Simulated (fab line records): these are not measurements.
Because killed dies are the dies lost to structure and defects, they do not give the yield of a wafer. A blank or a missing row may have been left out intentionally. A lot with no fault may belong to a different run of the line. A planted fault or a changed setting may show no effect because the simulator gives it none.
A lot that was struck, set against a sound lot / flow berkeley-cmos170 / 14 out of 331 route steps
Sound: the wafers L771.2, L771.3, L771.4. Wafers L776.3, L776.4, L776.6 were the ones struck. The cause is named last.
Each step with rows lists, per side, the tool, then ch with its chambers, then its first start. Under that, the readings that differ: sound wafers / struck wafers / difference of the means / sigmas: that difference in standard deviations of wafers without a fault.
alike: readings whose means differ by less than 2 such deviations, and words and numbers that are the same on both sides. not compared: withheld readings, readings that some wafer has no value for, bounds like >300 that may hide the same value, and numbers for which the record gives no deviation and whose values overlap.
A row with sigmas, a row that says differs or no value, or rows on one side alone: a step with any of these is where the two part. When numbers do not overlap yet have no deviation, they are printed without sigmas and do not part them. A reading that every wafer of one side lacks parts them only if that side has two wafers or more.

first, 3 steps without rows for these wafers: UCB170_PWELL_EXPOSE_10 (exposes mask PWELL, target cd 3000 nm); UCB170_PWELL_PEB_11; UCB170_PWELL_DEVELOP_12 (develop time 45 s).
UCB170_PWELL_OVL_MEAS_13:
  sound: overlay-02 at day 6 20:29; struck: overlay-02 at day 7 15:01
  alike: PWELL_OVL
UCB170_PWELL_ETCH_14: etches Si3N4 in CH3F/Ar/O2, stops on SiO2, target depth 242 nm, time 156.7 s.
  sound on rie-diel-04 ch 1,3, day 6 20:31; struck on rie-diel-01 ch 0,3, day 7 15:02
  alike: chamber-pressure-mTorr, drypump-motor-current-A, oes-product-au, throttle-valve-pct
  not compared: rf-hours-counter-h
following that, these wafers have no rows for 1 step: UCB170_PWELL_IMPLANT_15.
UCB170_PWELL_STRIP_16: strips in O2.
  sound on plasma-asher-03 ch 0,1, day 6 20:49; struck on plasma-asher-01 ch 0,1, day 7 15:19
reading=o2-flow-sccm (sccm); sound=397.6 398.6 397.9; struck=401.0 400.7 401.3; difference=+3.0; sigmas=+2
  alike: chamber-pressure-mTorr, drypump-motor-current-A, oes-product-au, strip-time-to-endpoint-s
  not compared: rf-hours-counter-h
UCB170_PWELL_TW_MEAS_17:
  sound: film-metro-03 at day 6 20:55; struck: film-metro-03 at day 7 15:25
  alike: PWELL_TW
then, 4 steps without rows for these wafers: UCB170_PWELL_CLEAN_18 (cleans in SPM, time 600 s); UCB170_PWELL_WET_ETCH_19 (etches Si3N4 in H3PO4, time 14400 s); UCB170_PWELL_WET_ETCH_20 (etches SiO2 in BOE, time 22 s); UCB170_WELLDRIVE_CLEAN_00 (cleans in SPM, time 600 s).
UCB170_WELLDRIVE_OXIDATION_01: target thk 199 nm, ox time 9000 s.
  struck on furnace-01, day 7 23:32; sound on furnace-02 ch 0, day 7 05:49
  no value came back on the struck wafers for any of 5 readings (ox-temp-c (C), ox-temp-c-max and others); on the sound wafers ox-temp-c (C) reads 1100.7 1100.0 1100.3
then, 1 step without rows for these wafers: UCB170_WELLDRIVE_ANNEAL_03 (time 900 s).

## WHERE THEY PART
At UCB170_PWELL_STRIP_16 first; at UCB170_WELLDRIVE_OXIDATION_01 last (within this record only).

WHY: what the simulator had put in
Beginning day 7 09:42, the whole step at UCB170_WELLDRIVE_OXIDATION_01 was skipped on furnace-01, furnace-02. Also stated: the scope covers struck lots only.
